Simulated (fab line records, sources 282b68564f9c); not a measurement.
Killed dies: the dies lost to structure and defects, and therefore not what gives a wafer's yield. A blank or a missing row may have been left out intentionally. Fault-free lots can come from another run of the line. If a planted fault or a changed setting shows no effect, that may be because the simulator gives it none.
A single fault, viewed from 2 desks :: flow rit_cmos :: what lay behind the numbers comes last; until then each desk has only its own

== AT THE METROLOGY DESK ==
Means of the sampled wafers that have a number, per lot and without regard to the tool the lot ran on: this is what the gauges read. Any lot whose mean is over 4 standard deviations away from the usual mean is out of limits and marked OUT; that distance is given in the brackets.
Columns: A = NSD_TW at RIT_NSD_TW_MEAS_10, usual 3114
lot: L868
first seen here: day 3 00:03
A: 3132

lot: L869
first seen here: day 3 06:47
A: 3132

lot: L871
first seen here: day 3 18:50
A: 3140

lot: L872
first seen here: day 3 20:49
A: 3116

lot: L873
first seen here: day 3 23:51
A: 3120

lot: L874
first seen here: day 4 08:45
A: 3081

lot: L875
first seen here: day 4 15:42
A: 3069

lot: L876
first seen here: day 4 20:43
A: 3095

lot: L882
first seen here: day 6 01:11
A: 3084

lot: L884
first seen here: day 6 12:58
A: 3090

lot: L887
first seen here: day 7 03:13
A: 3161

lot: L888
first seen here: day 7 05:27
A: 3102

lot: L889
first seen here: day 7 09:02
A: 3103

lot: L890
first seen here: day 7 14:08
A: 3092

lot: L891
first seen here: day 7 18:26
A: 3153
This desk's finding: nothing out of limits on any of the 15 lots.

== FOR THE TOOL OWNER'S DESK: litho_track-02 ==
At RIT_PLDD_SOFTBAKE_02 (time 60 s), the tool's own readings, given per lot that ran on this tool as the mean of the sampled wafers with a number. Any lot whose mean is over 4 standard deviations away from the usual mean is out of limits and marked OUT; that distance is given in the brackets.
Columns: A = heater_power_total_W at RIT_PLDD_SOFTBAKE_02, usual 34.56 W; B = plate_temp_C at RIT_PLDD_SOFTBAKE_02, usual 90.02 C
lot: L868
first seen here: day 2 19:05
A: 34.56
B: 90.22

lot: L869
first seen here: day 3 01:41
A: 34.57
B: 90.16

lot: L872
first seen here: day 3 15:43
A: 33.47 (-21) OUT
B: 87.97 (-15) OUT

lot: L874
first seen here: day 4 03:29
A: 33.46 (-21) OUT
B: 88.16 (-13) OUT

lot: L875
first seen here: day 4 10:35
A: 33.49 (-21) OUT
B: 88.12 (-14) OUT

lot: L888
first seen here: day 7 00:17
A: 34.55
B: 90.07

lot: L889
first seen here: day 7 03:48
A: 34.50
B: 89.77

lot: L890
first seen here: day 7 08:53
A: 34.59
B: 89.94
This desk finds L872, L874, L875 out of limits, L872 being first, at day 3 15:43 (heater_power_total_W at RIT_PLDD_SOFTBAKE_02). L868, L869, L888, L889, L890: within limits.

== ALL TOGETHER ==
On L872, L874, L875, at day 3 15:43, an alarm was possible from the tool owner's desk.
Nothing out of limits was seen by the metrology desk.
The metrology desk holds a record of L872, L874, L875, inside its limits.
Every lot named ran RIT_PLDD_SOFTBAKE_02 on litho_track-02.

== WHAT THE SIMULATOR HAD INSERTED ==
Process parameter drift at RIT_PLDD_SOFTBAKE_02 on litho_track-02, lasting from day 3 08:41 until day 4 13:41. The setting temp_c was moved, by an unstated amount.
Struck lots among those shown: L872, L874, L875.
How many hours passed from the start of the fault until each desk's first out-of-limits reading: the tool owner's desk, 7.
